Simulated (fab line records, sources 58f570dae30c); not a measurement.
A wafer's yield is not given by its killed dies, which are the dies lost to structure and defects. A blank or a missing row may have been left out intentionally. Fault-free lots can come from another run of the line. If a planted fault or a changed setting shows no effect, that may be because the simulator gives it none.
Check for tools in common | flow berkeleyCmos170 | 57 wafers sampled across 15 lots

WHY IT WAS OPENED
At UCB170_CONTACT_THK_MEAS_02 the reading CONTACT_PSG_THK is flagged on 4 of 15 lots. Fault-free wafers read 683 nm, with a standard deviation of 7.8.
Rule: a lot is flagged when every wafer of it that has a number lies more than 4 standard deviations from that mean, or none has a number. The rest of the lots are taken to be sound.

lot  | measured     | on           | CONTACT_PSG_THK (nm), wafer by wafer | flag
L711 | day 8 18:20  | filmMetro-03 | 684 679 687                          | 
L712 | day 8 18:55  | filmMetro-01 | 674 676 671                          | 
L714 | day 9 03:46  | filmMetro-04 | 685 685 680                          | 
L713 | day 9 03:57  | filmMetro-01 | 688 681 691                          | 
L715 | day 9 05:32  | filmMetro-03 | 682 684 684                          | 
L717 | day 9 15:05  | filmMetro-04 | 689 685 686                          | 
L718 | day 9 15:29  | filmMetro-03 | 671 674 675                          | 
L720 | day 10 06:17 | filmMetro-01 | 781 781 781 782 781 781              | FLAGGED
L719 | day 10 08:04 | filmMetro-01 | 788 783 790 788 784 790              | FLAGGED
L721 | day 10 08:05 | filmMetro-04 | 784 779 780 784 779 781              | FLAGGED
L722 | day 10 20:24 | filmMetro-01 | 796 792 792 796 791 792              | FLAGGED
L729 | day 12 00:26 | filmMetro-04 | 696 694 695                          | 
L731 | day 12 12:23 | filmMetro-04 | 687 694 687                          | 
L733 | day 12 23:19 | filmMetro-04 | 684 681 678                          | 
L734 | day 13 12:12 | filmMetro-04 | 682 671 679                          | 
The mean of the flagged lots' numbers is 786 nm, +103 nm from the usual (+13 standard deviations).

TOOL THAT RAN EACH LOT
The record holds 1 process step before the reading, out of a route of 331 steps. Every cell lists first the tool, next ch and the chambers used by the sampled wafers, and last the start.
lot  | flag    | UCB170_CONTACT_CVD_01
L711 |         | lpcvd-01 ch 1, day 8 15:38
L712 |         | lpcvd-02 ch 0, day 8 17:08
L714 |         | lpcvd-01 ch 1, day 9 01:59
L713 |         | lpcvd-02 ch 1, day 9 02:10
L715 |         | lpcvd-01 ch 0, day 9 03:46
L717 |         | lpcvd-02 ch 0, day 9 13:17
L718 |         | lpcvd-01 ch 1, day 9 13:42
L720 | FLAGGED | lpcvd-01 ch 0, day 10 04:30
L719 | FLAGGED | lpcvd-01 ch 0, day 10 06:17
L721 | FLAGGED | lpcvd-01 ch 0, day 10 06:17
L722 | FLAGGED | lpcvd-01 ch 1, day 10 18:37
L729 |         | lpcvd-02 ch 1, day 11 22:40
L731 |         | lpcvd-02 ch 1, day 12 10:36
L733 |         | lpcvd-02 ch 1, day 12 21:30
L734 |         | lpcvd-02 ch 1, day 13 10:25
What these steps do:
- UCB170_CONTACT_CVD_01: deposits PSG from SiH4/O2/PH3, target thk 700 nm, time 2754 s.
- UCB170_CONTACT_THK_MEAS_02

FLAGGED AGAINST TOTAL, ONE TOOL AT A TIME (gauges that did the reading follow at the end)
step                       | tool         | lots run | flagged | share of the flagged lots | sound lots run after its first flagged lot
UCB170_CONTACT_CVD_01      | lpcvd-01     | 8        | 4       | all                       | 0
UCB170_CONTACT_CVD_01      | lpcvd-02     | 7        | 0       | none                      | -
UCB170_CONTACT_THK_MEAS_02 | filmMetro-01 | 5        | 3       | some                      | 0
UCB170_CONTACT_THK_MEAS_02 | filmMetro-03 | 3        | 0       | none                      | -
UCB170_CONTACT_THK_MEAS_02 | filmMetro-04 | 7        | 1       | some                      | 4 (L729,L731,L733,L734)

THE TABLE: WHAT IT ALLOWS
Rows of the table that ran each flagged lot: 1, that is lpcvd-01 at UCB170_CONTACT_CVD_01.
- lpcvd-01 at UCB170_CONTACT_CVD_01 ran 8 lots, 4 of them flagged. A fault beginning between L718 (day 9 13:42), its last sound lot, and L720 (day 10 04:30), its first flagged one, fits the data.
Left over: one tool, lpcvd-01 at UCB170_CONTACT_CVD_01.

WHAT THE SIMULATOR HAD INSERTED
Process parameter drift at UCB170_CONTACT_CVD_01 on lpcvd-01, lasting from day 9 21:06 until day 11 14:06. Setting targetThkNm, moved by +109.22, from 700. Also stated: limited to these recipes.
Shown lots that were struck: L720, L719, L721, L722. The same result came from the rule above.
